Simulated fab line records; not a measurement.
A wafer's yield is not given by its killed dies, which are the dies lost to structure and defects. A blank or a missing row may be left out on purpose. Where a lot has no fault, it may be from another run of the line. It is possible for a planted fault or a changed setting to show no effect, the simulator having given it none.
Split-lot experiment | flow ritCmos | 23 wafers read across 5 lots, on a route 202 steps long

ON THE SPLIT
At RIT_NSD_SOFTBAKE_02 (time 60 s), the setting tempC was moved away from the recipe's 90 C on 10 of the 23 wafers read, by -3.7% to +2.3%. All remaining wafers had this setting at the recipe value.

FROM THE SPLIT TO THE READING: what the file shows between them, 2 steps
- RIT_NSD_EXPOSE_03: exposes mask M9, target cd 40700 nm
- RIT_NSD_PEB_04

THE READING
NOVOLAK_of_NSD_COAT_01.thkNm (the simulator's own value, which no gauge read), in nm, at RIT_NSD_DEVELOP_05 (develop time 50 s). There is no usual value for it anywhere in the file. Across the 13 wafers here that went through the recipe, the average is 998.1 nm and the standard deviation 2.8 nm.

wafer  | tool, chamber at the split | tempC as run, C | against the recipe | NOVOLAK_of_NSD_COAT_01.thkNm, nm | against lot-mates on the recipe
L074.2 | lithoTrack-01, 0           | 90.97           | +1.1%              | 991.7                            | -5.0
L074.3 | lithoTrack-01, 0           | 90              | recipe             | 997.1                            | -
L074.4 | lithoTrack-01, 0           | 90.97           | +1.1%              | 996                              | -0.7
L074.5 | lithoTrack-01, 0           | 90              | recipe             | 997.8                            | -
L074.6 | lithoTrack-01, 0           | 90              | recipe             | 995.3                            | -
L076.1 | lithoTrack-02, 0           | 90              | recipe             | 1002                             | -
L076.2 | lithoTrack-02, 0           | 92.03           | +2.3%              | 994.7                            | -6.8
L076.3 | lithoTrack-02, 0           | 90              | recipe             | 1001                             | -
L076.4 | lithoTrack-02, 0           | 92.03           | +2.3%              | 995.3                            | -6.2
L076.5 | lithoTrack-02, 0           | 92.03           | +2.3%              | 995.3                            | -6.2
L078.1 | lithoTrack-01, 0           | 90              | recipe             | 999.1                            | -
L078.2 | lithoTrack-01, 0           | 90              | recipe             | 999.5                            | -
L078.3 | lithoTrack-01, 0           | 86.65           | -3.7%              | 1007                             | +8.6
L078.4 | lithoTrack-01, 0           | 90              | recipe             | 996.7                            | -
L078.5 | lithoTrack-01, 0           | 86.65           | -3.7%              | 1006                             | +7.6
L084.1 | lithoTrack-02, 0           | 86.92           | -3.4%              | 1006                             | +12.6
L084.2 | lithoTrack-02, 0           | 86.92           | -3.4%              | 1004                             | +10.6
L084.4 | lithoTrack-02, 0           | 86.92           | -3.4%              | 1004                             | +10.6
L084.3 | lithoTrack-02, 0           | 90              | recipe             | 992.2                            | -
L084.5 | lithoTrack-02, 0           | 90              | recipe             | 994.5                            | -
L085.1 | lithoTrack-01, 0           | 90              | recipe             | 999.6                            | -
L085.2 | lithoTrack-01, 0           | 90              | recipe             | 1001                             | -
L085.3 | lithoTrack-01, 0           | 90              | recipe             | 1000                             | -

FIT RESULTS
A straight line over all 23 wafers: NOVOLAK_of_NSD_COAT_01.thkNm changes by -1.97 nm for each +1% of tempC; r = -0.84; the points scatter about the line by 2.5 nm.
The same after taking each lot's own level away (the mean of its wafers on the recipe; 23 wafers): -2.8 nm for each +1%; r = -0.96; scatter 1.5 nm.
That fit puts the effect of the largest move of tempC on the reading at 10 nm.
The span of the lots' own levels, 993.35 to 1001.50 nm, comes to 2.9 times the standard deviation stated above.
So the lot-to-lot level changes the slope: the two fits differ.
Check: for one of the wafers moved furthest among these (-3.7%), held out of the fit, the line's prediction against its lot-mates is +10.9 nm. It came out at +8.57 nm against them.

THE FILE'S OWN FIT
NOVOLAK_of_NSD_COAT_01.thkNm changes by -2.67 nm for each +1% of tempC, r = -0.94.
